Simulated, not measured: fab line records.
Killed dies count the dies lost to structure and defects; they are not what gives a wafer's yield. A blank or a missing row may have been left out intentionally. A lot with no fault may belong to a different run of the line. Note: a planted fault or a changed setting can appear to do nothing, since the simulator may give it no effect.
What tool caused it? | flow berkeley-cmos170 | Sampling: 7 lots, 21 wafers, 5 of 331 route steps

== WHAT EACH GAUGE READ, for each wafer ==
UCB170_M3_CD_MEAS_90: target cd 700 nm.
lot  | measured     | on        | cd-nm (nm)
L532 | day 9 06:35  | cd-sem-01 | 695 702 697
L534 | day 10 01:25 | cd-sem-01 | 700 701 706
L535 | day 10 02:54 | cd-sem-02 | 696 701 696
L538 | day 10 13:53 | cd-sem-01 | 703 706 695
L543 | day 11 22:27 | cd-sem-01 | 699 703 702
L546 | day 12 15:13 | cd-sem-01 | 698 698 698
L548 | day 13 07:16 | cd-sem-02 | 702 717 720

== TOOL THAT RAN EACH LOT (tool first, then ch and the chambers of the sampled wafers, then the start) ==
lot  | UCB170_V1_STRIP_15                   | UCB170_M2_SPUTTER_01         | UCB170_M3_METAL_ETCH_18           | UCB170_M3_STRIP_19
L532 | plasma-asher-01 ch 0,1, day 8 22:58  | pvd-sputter-04, day 8 23:18  | rie-metal-03 ch 0,1, day 9 06:17  | plasma-asher-03 ch 0,1, day 9 06:29
L534 | plasma-asher-02 ch 0,1, day 9 16:52  | pvd-sputter-01, day 9 17:08  | rie-metal-03 ch 0,1, day 10 01:07 | plasma-asher-03 ch 0,1, day 10 01:18
L535 | plasma-asher-01 ch 0,1, day 9 18:21  | pvd-sputter-01, day 9 18:38  | rie-metal-01 ch 0,1, day 10 02:37 | plasma-asher-03 ch 0,1, day 10 02:48
L538 | plasma-asher-02 ch 0,1, day 10 04:11 | pvd-sputter-03, day 10 04:29 | rie-metal-03 ch 0,1, day 10 13:35 | plasma-asher-03 ch 0,1, day 10 13:46
L543 | plasma-asher-04 ch 0,1, day 11 13:19 | pvd-sputter-03, day 11 13:34 | rie-metal-01 ch 0,1, day 11 22:11 | plasma-asher-01 ch 0,1, day 11 22:20
L546 | plasma-asher-04 ch 0,1, day 12 05:31 | pvd-sputter-01, day 12 05:46 | rie-metal-01 ch 0,1, day 12 14:57 | plasma-asher-03 ch 0,1, day 12 15:07
L548 | plasma-asher-02 ch 0,1, day 12 21:46 | pvd-sputter-04, day 12 22:04 | rie-metal-02 ch 0,1, day 13 06:58 | plasma-asher-02 ch 0,1, day 13 07:10
- UCB170_V1_STRIP_15: strips in O2.
- UCB170_M2_SPUTTER_01: material Al, target thk 900 nm, time 120 s.
- UCB170_M3_METAL_ETCH_18: etches Al in Cl2/BCl3, stops on SiO2, target depth 1170 nm, time 195 s.
- UCB170_M3_STRIP_19: strips in O2.

== THE ANSWER, worked out from the rows above alone ==
Rule: usual is defined by the lots themselves. The widest of any qualifying gaps counts: lots, ordered by their means at a reading, are off when they make up no more than a third of the lots, leave a main group of 4 or more, and stand apart from it by 3 or more times the standard deviation of that group's means. A main group whose means are all the same, to the digits that the tables above print for the reading, isn't used. A lot without any number at a reading at which 4 lots or more have one is off too. The other lots that the step has rows for count as sound.
Off, at UCB170_M3_CD_MEAS_90 on cd-nm: L548. For the main group the mean is 700 nm and the standard deviation 1.9.
If a tool, at a process step before that reading, ran all the lots that are off and no sound lot after the first of them, it fits. Those tools and the gauges at UCB170_M3_CD_MEAS_90 are tried in the same way. Can't be told from this: 4 tools fit, plasma-asher-02 at UCB170_V1_STRIP_15 and UCB170_M3_STRIP_19, pvd-sputter-04 at UCB170_M2_SPUTTER_01, rie-metal-02 at UCB170_M3_METAL_ETCH_18, cd-sem-02 at UCB170_M3_CD_MEAS_90.

== WHAT THE SIMULATOR HAD INSERTED ==
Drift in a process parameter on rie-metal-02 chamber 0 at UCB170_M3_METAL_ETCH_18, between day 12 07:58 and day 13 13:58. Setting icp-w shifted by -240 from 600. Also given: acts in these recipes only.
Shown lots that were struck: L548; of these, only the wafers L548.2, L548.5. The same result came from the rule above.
